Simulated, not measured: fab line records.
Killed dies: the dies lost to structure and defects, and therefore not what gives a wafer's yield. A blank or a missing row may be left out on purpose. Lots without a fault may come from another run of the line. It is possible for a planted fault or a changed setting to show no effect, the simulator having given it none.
Split-lot trial || flow berkeley_cmos170 || 23 wafers read from 5 lots, route of 331 steps

THE SPLIT
At UCB170_START_OXIDATION_02 (target thk 20 nm, ox time 1800 s), the setting ox_time_s was moved away from the recipe's 1800 s on 20 of the 23 wafers read, by -11.8% to +6.4%. All remaining wafers had this setting at the recipe value.

The reading comes from the split's own step.

THE READING
SiO2_of_START_OXIDATION_02.thk_nm (the simulator's own value, which no gauge read), in nm, at UCB170_START_OXIDATION_02 (target thk 20 nm, ox time 1800 s). There is no usual value for it anywhere in the file. Across the 3 wafers here that went through the recipe, the average is 20.74 nm and the standard deviation 0.16 nm.

{"wafer": "L074.1", "tool, chamber at the split": "-, -", "ox_time_s as run, s": 1915, "against the recipe": "+6.4%", "SiO2_of_START_OXIDATION_02.thk_nm, nm": 21.23, "against lot-mates on the recipe": "no lot-mate on the recipe"}
{"wafer": "L074.2", "tool, chamber at the split": "-, -", "ox_time_s as run, s": 1915, "against the recipe": "+6.4%", "SiO2_of_START_OXIDATION_02.thk_nm, nm": 20.61, "against lot-mates on the recipe": "no lot-mate on the recipe"}
{"wafer": "L074.4", "tool, chamber at the split": "-, -", "ox_time_s as run, s": 1915, "against the recipe": "+6.4%", "SiO2_of_START_OXIDATION_02.thk_nm, nm": 20.79, "against lot-mates on the recipe": "no lot-mate on the recipe"}
{"wafer": "L074.5", "tool, chamber at the split": "-, -", "ox_time_s as run, s": 1915, "against the recipe": "+6.4%", "SiO2_of_START_OXIDATION_02.thk_nm, nm": 21.05, "against lot-mates on the recipe": "no lot-mate on the recipe"}
{"wafer": "L074.6", "tool, chamber at the split": "-, -", "ox_time_s as run, s": 1915, "against the recipe": "+6.4%", "SiO2_of_START_OXIDATION_02.thk_nm, nm": 20.69, "against lot-mates on the recipe": "no lot-mate on the recipe"}
{"wafer": "L075.2", "tool, chamber at the split": "-, -", "ox_time_s as run, s": 1653, "against the recipe": "-8.2%", "SiO2_of_START_OXIDATION_02.thk_nm, nm": 18.89, "against lot-mates on the recipe": "no lot-mate on the recipe"}
{"wafer": "L075.3", "tool, chamber at the split": "-, -", "ox_time_s as run, s": 1653, "against the recipe": "-8.2%", "SiO2_of_START_OXIDATION_02.thk_nm, nm": 19.08, "against lot-mates on the recipe": "no lot-mate on the recipe"}
{"wafer": "L075.4", "tool, chamber at the split": "-, -", "ox_time_s as run, s": 1653, "against the recipe": "-8.2%", "SiO2_of_START_OXIDATION_02.thk_nm, nm": 18.96, "against lot-mates on the recipe": "no lot-mate on the recipe"}
{"wafer": "L075.5", "tool, chamber at the split": "-, -", "ox_time_s as run, s": 1653, "against the recipe": "-8.2%", "SiO2_of_START_OXIDATION_02.thk_nm, nm": 18.72, "against lot-mates on the recipe": "no lot-mate on the recipe"}
{"wafer": "L075.6", "tool, chamber at the split": "-, -", "ox_time_s as run, s": 1653, "against the recipe": "-8.2%", "SiO2_of_START_OXIDATION_02.thk_nm, nm": 18.51, "against lot-mates on the recipe": "no lot-mate on the recipe"}
{"wafer": "L077.1", "tool, chamber at the split": "-, -", "ox_time_s as run, s": 1609, "against the recipe": "-10.6%", "SiO2_of_START_OXIDATION_02.thk_nm, nm": 18.77, "against lot-mates on the recipe": "no lot-mate on the recipe"}
{"wafer": "L077.2", "tool, chamber at the split": "-, -", "ox_time_s as run, s": 1609, "against the recipe": "-10.6%", "SiO2_of_START_OXIDATION_02.thk_nm, nm": 18.93, "against lot-mates on the recipe": "no lot-mate on the recipe"}
{"wafer": "L077.3", "tool, chamber at the split": "-, -", "ox_time_s as run, s": 1609, "against the recipe": "-10.6%", "SiO2_of_START_OXIDATION_02.thk_nm, nm": 19.22, "against lot-mates on the recipe": "no lot-mate on the recipe"}
{"wafer": "L077.4", "tool, chamber at the split": "-, -", "ox_time_s as run, s": 1609, "against the recipe": "-10.6%", "SiO2_of_START_OXIDATION_02.thk_nm, nm": 18.98, "against lot-mates on the recipe": "no lot-mate on the recipe"}
{"wafer": "L077.6", "tool, chamber at the split": "-, -", "ox_time_s as run, s": 1609, "against the recipe": "-10.6%", "SiO2_of_START_OXIDATION_02.thk_nm, nm": 19.12, "against lot-mates on the recipe": "no lot-mate on the recipe"}
{"wafer": "L078.1", "tool, chamber at the split": "-, -", "ox_time_s as run, s": 1588, "against the recipe": "-11.8%", "SiO2_of_START_OXIDATION_02.thk_nm, nm": 18.68, "against lot-mates on the recipe": "no lot-mate on the recipe"}
{"wafer": "L078.2", "tool, chamber at the split": "-, -", "ox_time_s as run, s": 1588, "against the recipe": "-11.8%", "SiO2_of_START_OXIDATION_02.thk_nm, nm": 18.7, "against lot-mates on the recipe": "no lot-mate on the recipe"}
{"wafer": "L078.3", "tool, chamber at the split": "-, -", "ox_time_s as run, s": 1588, "against the recipe": "-11.8%", "SiO2_of_START_OXIDATION_02.thk_nm, nm": 18.81, "against lot-mates on the recipe": "no lot-mate on the recipe"}
{"wafer": "L078.4", "tool, chamber at the split": "-, -", "ox_time_s as run, s": 1588, "against the recipe": "-11.8%", "SiO2_of_START_OXIDATION_02.thk_nm, nm": 18.85, "against lot-mates on the recipe": "no lot-mate on the recipe"}
{"wafer": "L078.6", "tool, chamber at the split": "-, -", "ox_time_s as run, s": 1588, "against the recipe": "-11.8%", "SiO2_of_START_OXIDATION_02.thk_nm, nm": 18.86, "against lot-mates on the recipe": "no lot-mate on the recipe"}
{"wafer": "L079.2", "tool, chamber at the split": "furnace-04, 0", "ox_time_s as run, s": 1800, "against the recipe": "recipe", "SiO2_of_START_OXIDATION_02.thk_nm, nm": 20.69, "against lot-mates on the recipe": "-"}
{"wafer": "L079.4", "tool, chamber at the split": "furnace-04, 0", "ox_time_s as run, s": 1800, "against the recipe": "recipe", "SiO2_of_START_OXIDATION_02.thk_nm, nm": 20.96, "against lot-mates on the recipe": "-"}
{"wafer": "L079.5", "tool, chamber at the split": "furnace-04, 0", "ox_time_s as run, s": 1800, "against the recipe": "recipe", "SiO2_of_START_OXIDATION_02.thk_nm, nm": 20.58, "against lot-mates on the recipe": "-"}

FIT RESULTS
A straight line over all 23 wafers: SiO2_of_START_OXIDATION_02.thk_nm changes by +0.126 nm for each +1% of ox_time_s; r = +0.94; the points scatter about the line by 0.33 nm.
Too few moved wafers with a lot-mate on the recipe to fit a line net of each lot's own level.

FILE'S OWN FIT
SiO2_of_START_OXIDATION_02.thk_nm changes by +0.126 nm for each +1% of ox_time_s, r = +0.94.
